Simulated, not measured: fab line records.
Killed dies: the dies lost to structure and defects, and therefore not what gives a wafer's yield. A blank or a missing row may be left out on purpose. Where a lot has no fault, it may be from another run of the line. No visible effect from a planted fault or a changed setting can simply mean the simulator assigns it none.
The tool behind it: which one? | flow ritCmos | 15 lots with 45 wafers sampled at 2 steps, on a route of 202 steps

== WHAT EACH GAUGE READ, for each wafer ==
RIT_ACTIVE_CD_MEAS_11: the cd target is 1400 nm.
lot  | measured    | on       | cdNm (nm)
L726 | day 1 16:00 | cdSem-02 | 1402.0 1403.2 1399.7
L727 | day 2 00:16 | cdSem-02 | 1395.2 1394.2 1394.3
L728 | day 2 03:49 | cdSem-01 | 1399.7 1399.5 1399.0
L730 | day 2 18:48 | cdSem-01 | 1397.6 1398.4 1399.3
L732 | day 2 20:35 | cdSem-02 | 1395.9 1399.0 1399.1
L733 | day 3 01:46 | cdSem-01 | 1400.5 1399.8 1398.7
L734 | day 3 07:07 | cdSem-02 | 1398.7 1399.2 1403.2
L735 | day 3 11:38 | cdSem-01 | 1398.2 1400.3 1400.7
L736 | day 3 16:34 | cdSem-01 | 1402.1 1401.8 1401.2
L737 | day 3 21:37 | cdSem-01 | 1444.9 1440.7 1444.5 1444.9 1440.8 1444.0
L738 | day 4 02:40 | cdSem-02 | 1398.3 1397.1 1400.3
L739 | day 4 09:13 | cdSem-01 | 1401.0 1400.1 1399.8
L740 | day 4 14:14 | cdSem-01 | 1434.0 1432.9 1434.8 1434.4 1433.5 1434.7
L744 | day 5 08:59 | cdSem-01 | 1425.8 1426.2 1424.8 1425.5 1425.7 1424.8
L748 | day 6 05:09 | cdSem-02 | 1397.6 1397.6 1398.3

== EACH LOT AND THE TOOL THAT RAN IT (in order: tool; ch and the chambers of the sampled wafers; start) ==
lot  | RIT_ACTIVE_EXPOSE_08
L726 | ilineStepper-01 ch 0, day 1 15:36
L727 | ilineStepper-01 ch 0, day 1 23:51
L728 | ilineStepper-01 ch 0, day 2 03:25
L730 | ilineStepper-01 ch 0, day 2 18:23
L732 | ilineStepper-02 ch 0, day 2 20:11
L733 | ilineStepper-01 ch 0, day 3 01:22
L734 | ilineStepper-02 ch 0, day 3 06:43
L735 | ilineStepper-02 ch 0, day 3 11:14
L736 | ilineStepper-01 ch 0, day 3 16:10
L737 | ilineStepper-02 ch 0, day 3 21:13
L738 | ilineStepper-01 ch 0, day 4 02:16
L739 | ilineStepper-01 ch 0, day 4 08:49
L740 | ilineStepper-02 ch 0, day 4 13:50
L744 | ilineStepper-02 ch 0, day 5 08:35
L748 | ilineStepper-01 ch 0, day 6 04:44
- RIT_ACTIVE_EXPOSE_08: exposes mask M1, target cd 1400 nm.

== WHAT THE TOOLS THEMSELVES READ (means of the sampled wafers that have a number; where no wafer has one, the mark that the record gives instead) ==
RIT_ACTIVE_EXPOSE_08.
lot  | tool            | exposureDoseMJCm2
L726 | ilineStepper-01 | 224.86
L727 | ilineStepper-01 | 225.09
L728 | ilineStepper-01 | 225.05
L730 | ilineStepper-01 | 224.74
L732 | ilineStepper-02 | 224.98
L733 | ilineStepper-01 | 224.91
L734 | ilineStepper-02 | 225.07
L735 | ilineStepper-02 | 224.81
L736 | ilineStepper-01 | 225.10
L737 | ilineStepper-02 | 193.38
L738 | ilineStepper-01 | 224.81
L739 | ilineStepper-01 | 225.05
L740 | ilineStepper-02 | 199.33
L744 | ilineStepper-02 | 204.80
L748 | ilineStepper-01 | 224.84

== THE ANSWER, worked out from the rows above alone ==
Rule: the usual values come from the lots themselves. The widest of any qualifying gaps counts: lots, ordered by their means at a reading, are off when they make up no more than a third of the lots, leave a main group of 4 or more, and stand apart from it by 3 or more times the standard deviation of that group's means. Not used: any main group whose means are identical at the precision the tables above print for the reading. A lot without any number at a reading at which 4 lots or more have one is off too. All remaining lots with rows at the step are treated as sound. The gauges are gone through in route order, then the tools' own readings, and for those a lot's mean is taken as printed above. The first step at which some lot is off is used, and at that step the reading that is off furthest; a lot without a number counts as furthest.
Off, at RIT_ACTIVE_CD_MEAS_11 on cdNm: L737, L740, L744. Main group: mean 1399.2 nm, sd 1.8.
If a tool, at a process step before that reading, ran all the lots that are off and no sound lot after the first of them, it fits. The gauges at RIT_ACTIVE_CD_MEAS_11 aren't tried: what is off there is off at RIT_ACTIVE_EXPOSE_08 too, on other tools, and a gauge's error can't cause that. One fits: ilineStepper-02 at RIT_ACTIVE_EXPOSE_08. Its last sound lot is L735 (day 3 11:14), its first lot that is off L737 (day 3 21:13): a fault that began between those two fits.
The tool's own readings at RIT_ACTIVE_EXPOSE_08 bear it out: on the lots that are off they differ by more than 5 times the standard deviation of the sound lots' means. exposureDoseMJCm2 reads 199.17 there against 224.94 on the sound lots.

== WHAT THE SIMULATOR PUT IN ==
Drift in process parameters on ilineStepper-02 at RIT_ACTIVE_EXPOSE_08, starting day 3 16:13. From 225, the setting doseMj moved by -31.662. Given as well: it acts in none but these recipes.
Shown lots that were struck: L737, L740, L744. The rule above found the same.
